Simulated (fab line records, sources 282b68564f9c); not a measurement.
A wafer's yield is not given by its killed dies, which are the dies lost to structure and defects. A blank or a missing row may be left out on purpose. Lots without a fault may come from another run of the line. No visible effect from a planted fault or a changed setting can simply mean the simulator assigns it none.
Problem report in the 8D (eight disciplines) form, filled by code	flow rit_cmos	the parts of the form that need people (team, actions taken, sign-off) are left out

== 1. WHAT WENT WRONG ==
At RIT_SPACER_ETCHBACK_05, rf_fwd_power_W averages 288.9 W over 3 wafers from 3 lots, while fault-free wafers read 249.3 W, standard deviation 0.73. Measured from the usual mean, that is +54 standard deviations.
The step: etches Si3N4 in SF6/CHF3, stops on SiO2, target depth 250 nm, time 240 s.
First observed at day 4 21:06: wafer L669.2, on rie_diel-04. Wafers with a number at this step in the record: 21, from 7 lots. By rule, "out" or "out of limits" means more than 4 standard deviations away from the usual mean. All remaining wafers that have a number are taken as sound.

== 2. WHAT IT IS, WHAT IT ISN'T ==
question	is	is not
which readings at this step	rf_fwd_power_W	CHF3_flow_sccm, drypump_motor_current_A, oes_product_au, throttle_valve_pct
which lots	L669, L672, L674	L663, L664, L671, L683
which wafers of those lots	L669.2, L672.3, L674.2	L669.1, L669.4, L672.4, L672.6, L674.1, L674.6
read on which tools	rie_diel-04	rie_diel-01, rie_diel-03
when	from day 4 21:06	up to then (8 sound wafers); but 10 sound wafers of L671, L672, L674, L683 came after

== 3. WHAT RULES OUT EACH SUSPECT ==
Counting: if a tool at a process step up to the reading ran every lot that is out, it stays a suspect. Sound lots after the first of them don't rule it out here, since some wafers of a struck lot are sound.
- rie_diel-04 at RIT_SPACER_ETCHBACK_05 (etches Si3N4 in SF6/CHF3, stops on SiO2, target depth 250 nm, time 240 s): kept. It processed each lot that is out (first: L669, day 4 21:06); up to then, its last sound lot is L664 (day 3 18:41). On those wafers its own readings are out: rf_fwd_power_W.
- In rie_diel-04 at RIT_SPACER_ETCHBACK_05, the wafers that are out were processed in chamber 3 and their sound lot-mates in chambers 0, 1, 2.
Left after counting: rie_diel-04 at RIT_SPACER_ETCHBACK_05.

== 4. THE CAUSE (what the simulator had put in) ==
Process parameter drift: rie_diel-04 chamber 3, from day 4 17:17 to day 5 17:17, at RIT_SPACER_ETCHBACK_05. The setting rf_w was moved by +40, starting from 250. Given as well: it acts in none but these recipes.
Counting left only this tool.

== 5. SEQUENCE OF EFFECTS, ordered by route ==
Each row: a reading whose mean over the struck wafers that have a number lies more than 3 standard deviations from the usual. Only readings for which the record gives a usual standard deviation are gone through. hours: the time from each lot's start at the first step in this table that gives one to its start at this step, as a median over the lots. sigmas: the change in usual standard deviations.
hours	step	reading	usual	on struck wafers	change	sigmas
0	RIT_SPACER_ETCHBACK_05	rf_fwd_power_W	249.3 W	288.9	+39.6	+54
It contains these process steps:
- RIT_SPACER_ETCHBACK_05: etches Si3N4 in SF6/CHF3, stops on SiO2, target depth 250 nm, time 240 s.
Later steps that measure or inspect, where all struck wafers having a row at the step show a number for every such reading and not one has moved that far: RIT_NSD_OVL_MEAS_06, RIT_NSD_TW_MEAS_10, RIT_PSD_OVL_MEAS_06, RIT_PSD_TW_MEAS_10, RIT_SDANNEAL_RS_MEAS_04, RIT_SDANNEAL_RS_MEAS_05, RIT_SDANNEAL_RS_MEAS_06.

== 6. WHAT WOULD HAVE CAUGHT IT SOONER ==
In this record the first reading out of limits was taken at day 4 21:06, 4 hours after the fault began at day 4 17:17.
